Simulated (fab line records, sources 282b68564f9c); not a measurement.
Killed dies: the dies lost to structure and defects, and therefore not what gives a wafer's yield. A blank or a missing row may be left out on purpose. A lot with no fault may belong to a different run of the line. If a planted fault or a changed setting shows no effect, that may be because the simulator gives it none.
A struck lot beside a sound one :: flow rit_cmos :: 14 out of 202 route steps
Sound: the wafers L993.1, L993.3, L993.4. Struck: wafers L104.1, L104.2, L104.5. The cause comes at the end.
For every step that has rows: the tool of each side, followed by ch and its chambers, followed by its first start. Under that, the readings that differ: sound wafers :: struck wafers :: difference of the means :: sigmas: that difference in standard deviations of wafers without a fault.
alike: same words and numbers on both sides, and readings whose means sit less than 2 such deviations apart. not compared: any withheld reading, any reading some wafer has no value for, any bound like >300 that may hide the same value, and any number with overlapping values for which the record gives no deviation.
A row with sigmas, a row that says differs or no value, or rows on one side alone: a step with any of these is where the two part. Non-overlapping numbers with no deviation appear without sigmas and do not part them. Lack of a reading on every wafer of one side parts them only where that side has two or more wafers.

first, 4 steps without rows for these wafers: RIT_NSD_SOFTBAKE_02 (time 60 s); RIT_NSD_EXPOSE_03 (exposes mask M9, target cd 40700 nm); RIT_NSD_PEB_04; RIT_NSD_DEVELOP_05 (develop time 50 s).
RIT_NSD_OVL_MEAS_06:
  sound on overlay-02, day 4 02:35; struck on overlay-01, day 6 14:26
  alike: NSD_OVL
then, 2 steps without rows for these wafers: RIT_NSD_HARDBAKE_07 (time 60 s); RIT_NSD_IMPLANT_08.
RIT_NSD_STRIP_09: strips in O2, time 180 s.
  sound on plasma_asher-04 ch 0,1, day 4 02:56; struck on plasma_asher-02 ch 0,1, day 6 14:47
  alike: drypump_motor_current_A
  not compared: rf_hours_counter_h
RIT_NSD_TW_MEAS_10:
  sound on film_metro-02, day 4 03:06; struck on film_metro-03, day 6 14:57
  alike: NSD_TW
then, 3 steps without rows for these wafers: RIT_PSD_HMDS_00 (prime time 60 s); RIT_PSD_COAT_01 (resist thk 1000 nm); RIT_PSD_SOFTBAKE_02 (time 60 s).
RIT_PSD_EXPOSE_03: exposes mask M10, target cd 40900 nm.
  sound on iline_stepper-02 ch 0, day 4 03:37; struck on iline_stepper-01 ch 0, day 6 15:28
reading: mask
sound: M10#0 M10#0 M10#0
struck: M10_R1#0 M10_R1#0 M10_R1#0
difference: differs
sigmas: 
  alike: reticle_temp_C
following that, these wafers have no rows for 1 step: RIT_PSD_PEB_04.

WHERE THEY PART
At RIT_PSD_EXPOSE_03 and nowhere else, as far as this record goes.

WHY: what the simulator had put in
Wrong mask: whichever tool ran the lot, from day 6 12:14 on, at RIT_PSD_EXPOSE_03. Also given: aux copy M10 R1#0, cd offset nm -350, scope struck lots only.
